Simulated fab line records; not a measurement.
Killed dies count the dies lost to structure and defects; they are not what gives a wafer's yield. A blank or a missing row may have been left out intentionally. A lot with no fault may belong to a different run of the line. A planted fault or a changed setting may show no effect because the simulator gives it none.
fab line records	flow rit-cmos
[record] lots = 6	wafers = 18	last-day = 7
route steps=202 shown NSD@138 PSD@142 SDANNEAL@153 M1@202
lots untouched by any fault: they come from a run of this same line in which no faults occurred
start-h: hours from the record's first day to the start of the lot's first wafer shown	wait-h: time in hours since the lot's previous step	" same as the row above	L1.1+2: several wafers, shown together as one row	- no value, or no start was given	* or withheld: withheld	< > ~ a bound
route shown NAME@n: NAME is a module with steps in the file, n the number in the route of the first one	usual: average and standard deviation across the fault-free wafers	same: alike in all rows	chamber/n: place in a boat	sites: per-site readings	_std_site: standard deviation across them	_edge_site: inner sites' mean taken away from outer sites' mean	radius-mm: how far each site lies from the wafer's centre	mask NAME#n: copy n	behind: the tool/chamber that last shaped the wafer	hold: the reason the lot was held/the length of the hold in hours/how it ended	device: names the non-switching transistor (n, p or np)	end of line: the route-end tests of the same wafers	for a step that has no rows: nothing shown but its recipe	killed: not the wafer's yield, but the dies lost to structure and defects at the first sort	map: shows each die of a wafer: x if killed, . if not, _ if none is there
set.NAME: the setting as run; set.NAME@STEP: as run at that earlier step	model.NAME: the simulator's own value behind a step, which no gauge read
certain route steps with their lots: each step a table, each wafer a row
services: the hour from which a tool's chamber was out of use, counted from the record's first day as start-h (under 0 if before that day), plus the number of hours and why
[[steps]]
[step RIT_NSD_HARDBAKE_07]
[recipe] resist = NOVOLAK	temp-c = 140	time-s = 60
[step RIT_NSD_IMPLANT_08]
[recipe] species = P	energy-kev = 25	dose-cm2 = 1e+15	tilt-deg = 6.664
[step RIT_NSD_STRIP_09]
[recipe] chemistry = O2	time-s = 180	resist = NOVOLAK	platen-temp-c = withheld	power-w = 500	pressure-mtorr = 4000	o2-flow-sccm = 4000
[usual] drypump-motor-current-A = 5.8/0.38	o2-flow-sccm = 4001/12
lot.wafer	tool	chamber	start-h	wait-h	drypump-motor-current-A	o2-flow-sccm	rf-hours-counter-h
L882.2	plasma-asher-03	1	58.24	0.1	5.7	4013	43
L882.3	"	1	"	"	5.7	4010	-
L882.6	"	0	"	"	5.9	3986	-
L891.1	plasma-asher-01	1	103.45	0.1	6.5	4037	48
L891.2	"	0	"	"	5.4	3991	48
L891.3	"	1	"	"	6.5	3996	-
L892.1	plasma-asher-01	0	103.81	0.2	5.4	4007	49
L892.5	"	0	"	"	5.4	4013	-
L892.6	"	1	"	"	6.5	3993	-
L896.2	plasma-asher-01	1	133.71	0.1	6.5	4009	1
L896.3	"	0	"	"	5.4	3977	-
L896.4	"	1	"	"	6.5	4006	-
L904.3	plasma-asher-01	0	160.98	0.1	5.5	4001	-
L904.5	"	1	"	"	6.5	3999	-
L904.6	"	0	"	"	5.4	3974	-
L905.1	plasma-asher-02	0	165.87	0.1	6.0	4005	48
L905.2	"	1	"	"	5.4	3999	48
L905.3	"	0	"	"	6.1	4002	-
[step RIT_NSD_TW_MEAS_10]
[usual] NSD_TW = 3114/24
lot.wafer	tool	chamber	start-h	wait-h	NSD_TW
L882.2	film-metro-01	-	58.43	0.1	3087
L882.3	"	-	"	"	3074
L882.6	"	-	"	"	3080
L891.1	film-metro-02	-	103.63	0.1	3100
L891.2	"	-	"	"	3105
L891.3	"	-	"	"	3103
L892.1	film-metro-04	-	103.98	0.1	3110
L892.5	"	-	"	"	3123
L892.6	"	-	"	"	3115
L896.2	film-metro-04	-	133.89	0.1	3126
L896.3	"	-	"	"	3129
L896.4	"	-	"	"	3140
L904.3	film-metro-04	-	161.12	0.1	3129
L904.5	"	-	"	"	3119
L904.6	"	-	"	"	3133
L905.1	film-metro-01	-	166.05	0.1	3118
L905.2	"	-	"	"	3103
L905.3	"	-	"	"	3110
[step RIT_PSD_HMDS_00]
[recipe] prime-time-s = 60	prime-temp-c = 140
[step RIT_PSD_COAT_01]
[recipe] resist = NOVOLAK	spin-rpm = 3250	resist-thk-nm = 1000
[step RIT_PSD_SOFTBAKE_02]
[recipe] resist = NOVOLAK	temp-c = 90	time-s = 60
[step RIT_PSD_EXPOSE_03]
[recipe] mask-id = M10	na = 0.57	target-cd-nm = 40900	dose-mj = 250
[step RIT_PSD_PEB_04]
[recipe] resist = NOVOLAK	temp-c = withheld	time-s = withheld
[step RIT_PSD_DEVELOP_05]
[recipe] resist = NOVOLAK	develop-time-s = 50	dev-temp-c = 23
[step RIT_PSD_OVL_MEAS_06]
[usual] PSD_OVL = 0.6/1.4
lot.wafer	tool	chamber	start-h	wait-h	PSD_OVL[nm]
L882.2	overlay-01	-	59.44	-	1.0
L882.3	"	-	"	"	1.6
L882.6	"	-	"	"	2.4
L891.1	overlay-01	-	104.54	-	-0.1
L891.2	"	-	"	"	1.8
L891.3	"	-	"	"	0.9
L892.1	overlay-02	-	104.97	-	-0.1
L892.5	"	-	"	"	1.8
L892.6	"	-	"	"	2.3
L896.2	overlay-02	-	135.05	-	-0.2
L896.3	"	-	"	"	0.8
L896.4	"	-	"	"	-1.3
L904.3	overlay-02	-	162.02	-	0.9
L904.5	"	-	"	"	0.2
L904.6	"	-	"	"	1.9
L905.1	overlay-02	-	166.96	-	1.3
L905.2	"	-	"	"	2.1
L905.3	"	-	"	"	3.8
[step RIT_PSD_HARDBAKE_07]
[recipe] resist = NOVOLAK	temp-c = 140	time-s = 60
[step RIT_PSD_IMPLANT_08]
[recipe] species = BF2	energy-kev = 27	dose-cm2 = 5e+15	tilt-deg = 7
lot.wafer	tool	chamber	start-h	wait-h
L882.2+3+6	implanter-01	0	59.65	0.1
L891.1+2+3	implanter-02	0	104.72	0.1
L892.1+5+6	implanter-03	0	105.16	0.1
L896.2+3+4	implanter-01	0	135.48	0.1
L904.3+5+6	implanter-03	0	162.24	0.1
L905.1+2+3	implanter-03	0	167.14	0.1
[step RIT_PSD_STRIP_09]
[recipe] chemistry = O2	time-s = 180	resist = NOVOLAK	platen-temp-c = withheld	power-w = 500	pressure-mtorr = 4000	o2-flow-sccm = 4000
[usual] drypump-motor-current-A = 5.9/0.43	o2-flow-sccm = 4001/11
lot.wafer	tool	chamber	start-h	wait-h	drypump-motor-current-A	o2-flow-sccm	rf-hours-counter-h
L882.2	plasma-asher-02	0	59.77	0.1	6.0	4020	42
L882.3	"	1	"	"	5.4	4014	-
L882.6	"	1	"	"	5.4	3991	-
L891.1	plasma-asher-04	1	104.87	0.1	5.5	3997	30
L891.2	"	0	"	"	6.2	3993	30
L891.3	"	0	"	"	6.2	3997	-
L892.1	plasma-asher-04	0	105.31	0.1	6.2	3999	30
L892.5	"	0	"	"	6.2	4011	-
L892.6	"	1	"	"	5.5	3997	-
L896.2	plasma-asher-04	1	135.60	0.1	5.5	4008	35
L896.3	"	1	"	"	5.5	4014	-
L896.4	"	0	"	"	6.2	3978	-
L904.3	plasma-asher-04	1	162.40	0.1	5.5	4006	-
L904.5	"	1	"	"	5.5	4002	-
L904.6	"	0	"	"	6.2	4001	-
L905.1	plasma-asher-04	0	167.29	0.1	6.2	4024	39
L905.2	"	1	"	"	5.5	3998	39
L905.3	"	0	"	"	6.2	4014	-
[step RIT_PSD_TW_MEAS_10]
[usual] PSD_TW = 3418/27
lot.wafer	tool	chamber	start-h	wait-h	PSD_TW
L882.2	film-metro-01	-	59.96	0.1	3410
L882.3	"	-	"	"	3402
L882.6	"	-	"	"	3414
L891.1	film-metro-04	-	105.05	0.1	3440
L891.2	"	-	"	"	3440
L891.3	"	-	"	"	3441
L892.1	film-metro-04	-	105.48	0.1	3443
L892.5	"	-	"	"	3435
L892.6	"	-	"	"	3450
L896.2	film-metro-04	-	135.79	0.1	3440
L896.3	"	-	"	"	3428
L896.4	"	-	"	"	3442
L904.3	film-metro-01	-	162.54	0.1	3379
L904.5	"	-	"	"	3377
L904.6	"	-	"	"	3374
L905.1	film-metro-01	-	167.47	0.1	3372
L905.2	"	-	"	"	3363
L905.3	"	-	"	"	3354
[step RIT_SDANNEAL_CLEAN_00]
[recipe] chemistry = SC1	mix = 3:3:50	time-s = 600	temp-c = 75
[step RIT_SDANNEAL_CLEAN_01]
[recipe] chemistry = dHF	dilution = 50:1	time-s = 30
[step RIT_SDANNEAL_CLEAN_02]
[recipe] chemistry = SC2	mix = 3:3:50	time-s = 600	temp-c = 75	dry = n2-spin
[step RIT_SDANNEAL_RTA_03]
[recipe] temp-c = 1050	time-s = 5	idle-temp-c = 600	ramp-up-c-per-s = 342	ramp-down-c-per-s = 171	cool-to-c = 600	ambient = N2
[usual] ramp-down-c-per-s = 171.00/0.026	wafer_temp_C_max = 1053.4/1.3
lot.wafer	tool	chamber	start-h	wait-h	ramp-down-c-per-s	wafer_temp_C_max
L882.2	rtp-anneal-02	0	60.39	0.0	170.97	1055.4
L882.3	"	0	"	"	170.96	1053.4
L882.6	"	0	"	"	171.00	1053.2
L891.1	rtp-anneal-01	0	105.47	0.0	171.03	1052.6
L891.2	"	0	"	"	170.99	1052.5
L891.3	"	0	"	"	171.01	1053.2
L892.1	rtp-anneal-02	0	105.91	0.0	171.01	1052.4
L892.5	"	0	"	"	171.01	1051.1
L892.6	"	0	"	"	171.00	1052.2
L896.2	rtp-anneal-02	0	136.22	0.0	171.01	1052.6
L896.3	"	0	"	"	171.02	1053.3
L896.4	"	0	"	"	171.03	1051.8
L904.3	rtp-anneal-02	0	162.99	0.0	171.03	1055.7
L904.5	"	0	"	"	170.98	1055.9
L904.6	"	0	"	"	170.99	1053.0
L905.1	rtp-anneal-01	0	167.91	0.0	170.94	1053.5
L905.2	"	0	"	"	171.01	1055.9
L905.3	"	0	"	"	170.98	1052.7
[step RIT_SDANNEAL_RS_MEAS_04]
[recipe] thk-meas-gauge = four-point-probe
[usual] PSD_RS = 115.8/0.34
lot.wafer	tool	chamber	start-h	wait-h	PSD_RS[ohm/sq]
L882.2	film-metro-04	-	60.46	0.1	115.3
L882.3	"	-	"	"	115.2
L882.6	"	-	"	"	115.2
L891.1	film-metro-01	-	105.53	0.0	115.9
L891.2	"	-	"	"	115.8
L891.3	"	-	"	"	115.6
L892.1	film-metro-02	-	105.97	0.0	116.3
L892.5	"	-	"	"	116.0
L892.6	"	-	"	"	116.0
L896.2	film-metro-04	-	136.28	0.1	115.5
L896.3	"	-	"	"	115.6
L896.4	"	-	"	"	115.4
L904.3	film-metro-01	-	163.07	0.1	117.8
L904.5	"	-	"	"	117.7
L904.6	"	-	"	"	118.1
L905.1	film-metro-02	-	167.97	0.0	117.9
L905.2	"	-	"	"	117.7
L905.3	"	-	"	"	118.0
[step RIT_SDANNEAL_RS_MEAS_05]
[recipe] thk-meas-gauge = four-point-probe
[usual] NSD_RS = 84.55/0.3
lot.wafer	tool	chamber	start-h	wait-h	NSD_RS[ohm/sq]
L882.2	film-metro-04	-	60.58	0.1	84.54
L882.3	"	-	"	"	84.48
L882.6	"	-	"	"	84.44
L891.1	film-metro-01	-	105.65	0.1	84.06
L891.2	"	-	"	"	84.00
L891.3	"	-	"	"	84.00
L892.1	film-metro-02	-	106.09	0.1	84.44
L892.5	"	-	"	"	84.66
L892.6	"	-	"	"	84.46
L896.2	film-metro-04	-	136.40	0.1	84.81
L896.3	"	-	"	"	84.85
L896.4	"	-	"	"	84.78
L904.3	film-metro-01	-	163.19	0.1	84.65
L904.5	"	-	"	"	84.68
L904.6	"	-	"	"	84.11
L905.1	film-metro-02	-	168.09	0.1	85.14
L905.2	"	-	"	"	84.96
L905.3	"	-	"	"	85.38
[step RIT_M1_PROBE_99]
[usual] killed-at-contacts = 0.0/0.2	killed-at-front-end = 6.8/2.9	killed-dies = 6.8/2.9	killed-open = 3.3/1.9	killed-short = 3.5/2
[same] gross-dies = 264	killed_at_M0_to_M3 = 0	killed_at_M4_up = 0	killed-at-back-side = 0	killed-at-other = 0
lot.wafer	tool	chamber	start-h	wait-h	killed-at-contacts	killed-at-front-end	killed-dies	killed-open	killed-short	model.etest.pmos_0p15.drive-ua-um-range	model.etest.contact-pplus.end-ohm-um	model.etest.pmos_0p15.drive-ua-um-rim-less-centre	model.etest.diode-pplus-nwell.cj-ff-um2-range	model.etest.pmos_0p15.vt-v-range	model.etest.pmos_0p15.vt-v-rim-less-centre	model.etest.cap-p-gate.vfb-v
L882.2	prober-01	-	69.65	0.1	0	7	7	6	1	5.146	42.11	-1.05	0.01816	0.005077	-0.002631	0.9684
L882.3	prober-01	-	69.70	0.2	0	5	5	2	3	4.042	42.95	0.8914	0.02601	0.006209	0.001186	0.978
L882.6	prober-01	-	69.85	0.2	0	9	9	4	5	4.121	43.38	1.336	0.01415	0.003628	0.0019	0.9741
L892.1	prober-02	-	116.70	0.1	0	9	9	3	6	4.674	42.89	0.4391	0.01553	0.005193	0.002312	0.9628
L892.5	prober-02	-	116.90	0.2	0	7	7	5	2	3.739	43.21	-0.1054	0.01719	0.004726	-0.00127	0.9615
L892.6	prober-02	-	116.95	0.2	0	10	10	4	6	2.307	42.7	-0.5741	0.02106	0.006453	-0.0003776	0.959
L891.1	prober-02	-	117.00	0.4	0	6	6	4	2	4.121	43.76	2.798	0.01987	0.006026	0.00276	0.9706
L891.2	prober-02	-	117.05	0.4	0	14	14	6	8	5.253	43.22	4.368	0.01204	0.006877	0.005365	0.9709
L891.3	prober-02	-	117.10	0.5	0	8	8	4	4	6.112	42.73	4.324	0.02256	0.01005	0.007383	0.9744
L896.2	prober-01	-	143.81	0.1	0	7	7	3	4	5.119	46.91	2.537	0.02892	0.008646	0.008088	0.9634
L896.3	prober-01	-	143.86	0.2	0	4	4	3	0	4.02	47.07	3.466	0.0223	0.007991	0.005859	0.9719
L896.4	prober-01	-	143.91	0.2	1	4	5	2	3	6.597	46.47	1.814	0.02335	0.0069	0.005229	0.9673
L904.3	prober-01	-	172.08	0.2	0	11	11	3	8	8.843	46.31	1.872	0.05075	0.0265	0.01209	0.9617
L904.5	prober-01	-	172.18	0.2	0	10	10	4	6	8.995	46.81	2.124	0.05125	0.02333	0.01195	0.9586
L904.6	prober-01	-	172.23	0.2	0	5	5	4	1	9.932	45.67	1.492	0.06234	0.02325	0.008922	0.9548
L905.1	prober-02	-	175.71	0.1	0	3	3	2	1	9.269	49	4.021	0.03778	0.02544	0.01378	0.9726
L905.2	prober-02	-	175.76	0.1	0	7	7	2	5	9.495	48.77	5.422	0.0575	0.0214	0.01266	0.967
L905.3	prober-02	-	175.81	0.2	0	3	3	1	2	9.809	47.66	5.143	0.04925	0.02489	0.01204	0.9638
// killed by level:class
L882.2 SPACER:geometric-particle:open=3 GATE:geometric-particle:open=2 FOX1:geometric-particle:open=1 FOX1:geometric-particle:short=1
L882.3 FOX2:geometric-particle:short=2 FOX1:geometric-particle:open=1 FOX1:geometric-particle:short=1 SILICIDE:geometric-particle:open=1
L882.6 GATE:geometric-particle:short=2 GATE:geometric-particle:open=2 REOX:geometric-particle:short=2 FOX1:geometric-particle:open=1 SPACER:geometric-particle:open=1 SILICIDE:geometric-particle:short=1
L892.1 FOX2:geometric-particle:short=2 GATE:geometric-particle:short=2 SILICIDE:geometric-particle:open=2 REOX:geometric-particle:short=1 SPACER:geometric-particle:open=1 SILICIDE:geometric-particle:short=1
L892.5 GATE:geometric-particle:open=2 FOX2:geometric-particle:open=1 GATE:geometric-particle:short=1 REOX:geometric-particle:open=1 REOX:geometric-particle:short=1 SPACER:geometric-particle:open=1
L892.6 GATE:geometric-particle:short=3 FOX2:geometric-particle:short=2 FOX2:geometric-particle:open=1 GATE:geometric-particle:open=1 SPACER:geometric-particle:open=1 SILICIDE:geometric-particle:short=1 SILICIDE:geometric-particle:open=1
L891.1 REOX:geometric-particle:open=2 FOX2:geometric-particle:short=1 GATE:geometric-particle:open=1 GATE:geometric-particle:short=1 SPACER:geometric-particle:open=1
L891.2 GATE:geometric-particle:open=4 GATE:geometric-particle:short=4 REOX:geometric-particle:short=2 SILICIDE:geometric-particle:open=2 FOX1:geometric-particle:short=1 SILICIDE:geometric-particle:short=1
L891.3 GATE:geometric-particle:open=4 FOX1:geometric-particle:short=1 GATE:geometric-particle:short=1 SPACER:geometric-particle:short=1 SILICIDE:geometric-particle:short=1
L896.2 FOX1:geometric-particle:short=2 FOX1:geometric-particle:open=1 GATE:geometric-particle:open=1 REOX:geometric-particle:open=1 SPACER:geometric-particle:short=1 SILICIDE:geometric-particle:short=1
L896.3 GATE:geometric-particle:open=2 SPACER:geometric-particle:open=1 NWELL:coat-microbubble-printed=1
L896.4 FOX1:geometric-particle:short=2 FOX1:geometric-particle:open=1 REOX:geometric-particle:short=1 CONTACT:geometric-particle:open=1
L904.3 FOX1:geometric-particle:short=3 GATE:geometric-particle:open=2 GATE:geometric-particle:short=2 FOX2:geometric-particle:short=1 REOX:geometric-particle:open=1 REOX:geometric-particle:short=1 SPACER:geometric-particle:short=1
L904.5 FOX1:geometric-particle:short=2 GATE:geometric-particle:short=2 SPACER:geometric-particle:open=2 FOX1:geometric-particle:open=1 REOX:geometric-particle:short=1 REOX:geometric-particle:open=1 SPACER:geometric-particle:short=1
L904.6 GATE:geometric-particle:open=3 FOX1:geometric-particle:open=1 REOX:geometric-particle:short=1
L905.1 FOX1:geometric-particle:open=1 REOX:geometric-particle:short=1 REOX:geometric-particle:open=1
L905.2 REOX:geometric-particle:short=2 ACTIVE:geometric-particle:open=1 FOX1:geometric-particle:short=1 FOX2:geometric-particle:open=1 FOX2:geometric-particle:short=1 GATE:geometric-particle:short=1
L905.3 GATE:geometric-particle:short=1 SILICIDE:geometric-particle:open=1 SILICIDE:geometric-particle:short=1
[[services]]
tool	chamber	start-h	hours	kind
implanter-03	-	55.08	1.5	repair
implanter-01	-	61.65	3.8	repair
rtp-anneal-02	-	68.27	5.3	pm
plasma-asher-02	-	72.88	49.5	pm
implanter-02	-	86.02	6.0	pm
plasma-asher-03	-	91.42	15.0	pm
plasma-asher-01	-	106.39	14.1	pm
implanter-01	-	107.75	3.4	repair
plasma-asher-01	-	120.52	9.0	pm
plasma-asher-01	0	120.52	9.0	vent-cycle
plasma-asher-01	1	120.52	9.0	vent-cycle
plasma-asher-02	-	122.41	2.8	pm
plasma-asher-01	0	129.52	-	clean
plasma-asher-01	1	129.52	-	clean
implanter-01	-	139.18	1.2	repair
implanter-02	-	163.53	1.4	repair
[[key]]
[first-sign] step = RIT_PSD_TW_MEAS_10	reading = PSD_TW	direction = down	sigmas = 1.8	usual = 3418	struck = 3370
[effect] step = RIT_SDANNEAL_RS_MEAS_04	reading = PSD_RS	direction = up	sigmas = 6	usual = 115.8	struck = 117.9
[model-effect] step = RIT_M1_PROBE_99	value = etest.pmos_0p15.drive-ua-um-range	without = 3.708	struck = 9.39
met-at RIT_PSD_IMPLANT_08
struck-wafers L904.3,L904.5,L904.6,L905.1,L905.2,L905.3
tester-left-out L904,L905
onset-between 105.16 162.24
also-fits time
[fault] kind = process-parameter-drift	tool = implanter-03	chamber = -	onset-h = 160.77	steps = RIT_PSD_IMPLANT_08	channel = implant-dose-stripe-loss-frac	offset = 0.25	shape = step	end-h = 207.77
// tester-left-out: of these lots the tester's yield and bins aren't shown, on N5 and GAA mostly nor the transistor test; their killed dies are dies lost to structure and defects alone, not to doping, threshold or leakage, so they don't give the yield
